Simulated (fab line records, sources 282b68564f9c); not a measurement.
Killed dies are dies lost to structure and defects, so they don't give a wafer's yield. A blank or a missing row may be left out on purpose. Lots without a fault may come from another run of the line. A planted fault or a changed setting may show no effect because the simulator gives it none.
A struck lot beside a sound one | flow rit_cmos | 17 steps out of a route of 202
Sound: wafers L305.1, L305.2, L305.4. Struck: wafers L326.3, L326.5. (L326.6 of the same lot was not struck and is left out.) The cause comes at the end.
At each step with rows: each side's tool, then ch and its chambers, then its first start. Under that, the readings that differ: sound wafers | struck wafers | difference of the means | sigmas: that difference in standard deviations of wafers without a fault.
alike: readings whose means differ by less than 2 such deviations, and words and numbers that are the same on both sides. not compared: withheld readings, readings that some wafer has no value for, bounds like >300 that may hide the same value, and numbers for which the record gives no deviation and whose values overlap.
The two part at a step that has a row with sigmas, a row that says differs or no value, or rows on one side only. Numbers that don't overlap but have no deviation are shown without sigmas and don't part them. A reading that every wafer of one side lacks parts them only if that side has two wafers or more.

first, 4 steps without rows for these wafers: RIT_CONTACT_SOFTBAKE_04 (time 60 s); RIT_CONTACT_EXPOSE_05 (exposes mask M11, target cd 1000 nm); RIT_CONTACT_PEB_06; RIT_CONTACT_DEVELOP_07 (develop time 120 s).
RIT_CONTACT_CD_MEAS_08: target cd 1000 nm.
  sound on cd_sem-01, day 3 11:04; struck on cd_sem-02, day 7 17:32
  alike: cd_nm
RIT_CONTACT_OVL_MEAS_09:
  sound on overlay-01, day 3 11:11; struck on overlay-01, day 7 17:37
  alike: CONTACT_OVL
then, 1 step without rows for these wafers: RIT_CONTACT_HARDBAKE_10 (time 60 s).
RIT_CONTACT_ETCH_11: etches SiO2 in CHF3/CF4/Ar, stops on TiSi2, target depth 480 nm, time 335 s.
  sound on rie_diel-03 ch 1,2,3, day 3 11:22; struck on rie_diel-03 ch 0,2, day 7 17:47
  alike: CHF3_flow_sccm, drypump_motor_current_A, mfc_ar_sccm, oes_product_au, throttle_valve_pct
  not compared: rf_hours_counter_h
RIT_CONTACT_STRIP_12: strips in O2, time 180 s.
  sound on plasma_asher-02 ch 0,1, day 3 11:34; struck on plasma_asher-02 ch 0,1, day 7 18:03
  alike: drypump_motor_current_A
  not compared: rf_hours_counter_h
RIT_CONTACT_CD_MEAS_90: target cd 1000 nm.
  sound on cd_sem-01, day 3 11:44; struck on cd_sem-01, day 7 18:12
  alike: cd_nm
then, 2 steps without rows for these wafers: RIT_CONTACT_CLEAN_13 (cleans in SC1, time 600 s); RIT_CONTACT_CLEAN_14 (cleans in SC2, time 600 s).
RIT_M1_SPUTTER_00: material Al, target thk 400 nm, time 500 s.
  sound on pvd_sputter-03, day 3 12:12; struck on pvd_sputter-02, day 7 18:38
  reading                               | sound             | struck      | difference | sigmas
  model.Al_of_M1_SPUTTER_00.thk_nm (nm) | 405.2 404.3 404.4 | 416.3 415.2 | +11.1      |
  alike: throttle_valve_pct
RIT_M1_RS_MEAS_01: measures by four-point-probe.
  sound on film_metro-03, day 3 12:30; struck on film_metro-04, day 7 18:58
  reading           | sound                | struck        | difference | sigmas
  M1_AL_RS (ohm/sq) | 0.0725 0.0726 0.0727 | 0.0704 0.0704 | -0.0022    | -3
RIT_M1_THK_MEAS_02: measures by xrf.
  sound on film_metro-03, day 3 12:37; struck on film_metro-04, day 7 19:04
  reading        | sound       | struck  | difference | sigmas
  M1_AL_THK (nm) | 399 397 399 | 415 414 | +16        | +4
then, 1 step without rows for these wafers: RIT_M1_HMDS_03 (prime time 60 s).
RIT_M1_PROBE_99:
  sound on prober-01, day 3 16:14; struck on prober-02, day 8 00:05
  reading                  | sound                   | struck          | difference | sigmas
  model.etest.m1.rs_ohm_sq | 0.07145 0.07149 0.07203 | 0.07004 0.07009 | -0.00159   |
  alike: defect_limited_yield, killed_at_contacts, killed_at_front_end, killed_dies, killed_open, killed_short, sort_bin_3_pad_short, sort_bin_5_function, sort_bin_6_memory, sort_n_pass, sort_yield_pct

WHERE THEY PART
First at RIT_M1_RS_MEAS_01; last, within this record, at RIT_M1_THK_MEAS_02. Later steps at which nothing parts them and some readings are alike: RIT_M1_PROBE_99.

WHY: what the simulator had put in
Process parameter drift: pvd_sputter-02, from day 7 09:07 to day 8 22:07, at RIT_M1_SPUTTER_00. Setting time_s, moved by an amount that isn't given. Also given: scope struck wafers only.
